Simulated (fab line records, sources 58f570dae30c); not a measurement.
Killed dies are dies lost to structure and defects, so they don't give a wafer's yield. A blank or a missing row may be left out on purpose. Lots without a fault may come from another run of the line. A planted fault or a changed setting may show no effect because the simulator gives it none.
Which tool did it? | flow berkeley_cmos170 | 13 lots, 38 wafers sampled, at 3 steps of a route of 331

WHAT THE GAUGES READ, wafer by wafer
UCB170_V2_THK_MEAS_04.
lot  | measured     | on            | V2_POLISHED_THK (nm)
L366 | day 8 05:29  | film_metro-03 | 1002.3 1000.8 1000.1
L364 | day 8 05:47  | film_metro-03 | 1001.3 998.2 1000.4
L365 | day 8 10:41  | film_metro-01 | 1000.3 1001.9 1000.7
L367 | day 8 15:29  | film_metro-04 | 999.2 997.8 1001.1
L368 | day 9 08:07  | film_metro-04 | 1000.3 1002.5 1001.6
L370 | day 9 20:53  | film_metro-03 | 1002.9 998.1 1001.9
L373 | day 9 22:48  | film_metro-04 | 1002.7 999.0 999.9
L374 | day 11 07:41 | film_metro-04 | 998.4 1001.7 999.1
L377 | day 11 07:56 | film_metro-03 | 999.3 1002.0 1001.4
L375 | day 11 08:03 | film_metro-04 | 997.1 999.0 996.8
L379 | day 11 23:02 | film_metro-04 | 999.1 998.7 998.6
L385 | day 13 17:43 | film_metro-01 | 999.3 1000.9 1000.8
L387 | day 13 19:46 | film_metro-04 | 998.5 1001.8

WHICH TOOL RAN EACH LOT (tool, then ch and the chambers of the sampled wafers, then the start)
lot  | UCB170_CONTACT_STRIP_19              | UCB170_V1_CMP_02
L366 | plasma_asher-03 ch 0,1, day 7 17:36  | cmp-01 ch 0,1,2, day 7 22:34
L364 | plasma_asher-03 ch 0,1, day 7 17:50  | cmp-02 ch 1,3, day 7 23:52
L365 | plasma_asher-01 ch 0,1, day 7 20:36  | cmp-01 ch 1,2, day 8 04:03
L367 | plasma_asher-01 ch 0, day 8 05:13    | cmp-02 ch 0,1, day 8 09:35
L368 | plasma_asher-02 ch 0,1, day 8 20:11  | cmp-01 ch 1,3, day 9 00:57
L370 | plasma_asher-01 ch 0,1, day 9 10:19  | cmp-01 ch 0,1, day 9 15:05
L373 | plasma_asher-02 ch 0,1, day 9 11:43  | cmp-02 ch 0,2,3, day 9 16:28
L374 | plasma_asher-01 ch 0,1, day 10 18:39 | cmp-02 ch 1,3, day 10 22:27
L377 | plasma_asher-03 ch 0,1, day 10 18:54 | cmp-01 ch 0,3, day 10 23:50
L375 | plasma_asher-02 ch 0,1, day 10 19:10 | cmp-02 ch 0,1,2, day 11 01:13
L379 | plasma_asher-02 ch 0,1, day 11 11:26 | cmp-01 ch 0,1,2, day 11 16:37
L385 | plasma_asher-01 ch 0,1, day 13 04:29 | cmp-02 ch 0,1,2, day 13 08:28
L387 | plasma_asher-01 ch 1, day 13 06:06   | cmp-02 ch 0,2, day 13 11:26
- UCB170_CONTACT_STRIP_19: strips in O2.
- UCB170_V1_CMP_02: polishes SiO2.

WHAT THE TOOLS THEMSELVES READ (means of the sampled wafers that have a number; where no wafer has one, the mark that the record gives instead)
UCB170_CONTACT_STRIP_19.
lot  | tool            | chamber_pressure_mTorr (mTorr) | drypump_motor_current_A (A) | o2_flow_sccm (sccm) | oes_product_au (a.u.)
L366 | plasma_asher-03 | 3498                           | 5.4                         | 399.3               | 0.728
L364 | plasma_asher-03 | 3500                           | 5.4                         | 400.9               | 0.726
L365 | plasma_asher-01 | 3498                           | 5.4                         | 401.0               | 0.725
L367 | plasma_asher-01 | 3501                           | 5.5                         | 399.7               | 0.726
L368 | plasma_asher-02 | 3499                           | 5.7                         | 400.3               | 0.727
L370 | plasma_asher-01 | 3500                           | 5.4                         | 399.4               | 0.729
L373 | plasma_asher-02 | 3496                           | 6.0                         | 400.6               | 0.724
L374 | plasma_asher-01 | 3500                           | 5.4                         | 398.8               | 0.724
L377 | plasma_asher-03 | 3498                           | 5.7                         | 401.4               | 0.723
L375 | plasma_asher-02 | 3502                           | 6.0                         | 399.8               | 0.726
L379 | plasma_asher-02 | 3500                           | 5.7                         | 398.7               | 0.728
L385 | plasma_asher-01 | 3502                           | 5.4                         | 400.0               | 0.730
L387 | plasma_asher-01 | 3502                           | 5.1                         | 399.4               | 0.725

UCB170_V1_CMP_02.
lot  | tool   | motor_current_A (A)
L366 | cmp-01 | 18.7
L364 | cmp-02 | 15.6
L365 | cmp-01 | 18.0
L367 | cmp-02 | 14.5
L368 | cmp-01 | 18.0
L370 | cmp-01 | 19.3
L373 | cmp-02 | 16.2
L374 | cmp-02 | 15.2
L377 | cmp-01 | 17.7
L375 | cmp-02 | 15.3
L379 | cmp-01 | 18.9
L385 | cmp-02 | 16.1
L387 | cmp-02 | 16.1

THE ANSWER, worked out from the rows above alone
Rule: what is usual is taken from the lots themselves. Put in order of their means at a reading, lots are off if they are a third of the lots or fewer, leave a main group of 4 or more, and stand apart from it by a gap of 3 or more times the standard deviation of the main group's means; of several such gaps the widest counts. A main group whose means are all the same, to the digits that the tables above print for the reading, isn't used. A lot without any number at a reading at which 4 lots or more have one is off too. The other lots that the step has rows for count as sound. The gauges are gone through in route order, then the tools' own readings, and for those a lot's mean is taken as printed above. The first step at which some lot is off is used, and at that step the reading that is off furthest; a lot without a number counts as furthest.
No lot is off at any reading shown: from this, nothing can be told.

WHAT THE SIMULATOR HAD PUT IN
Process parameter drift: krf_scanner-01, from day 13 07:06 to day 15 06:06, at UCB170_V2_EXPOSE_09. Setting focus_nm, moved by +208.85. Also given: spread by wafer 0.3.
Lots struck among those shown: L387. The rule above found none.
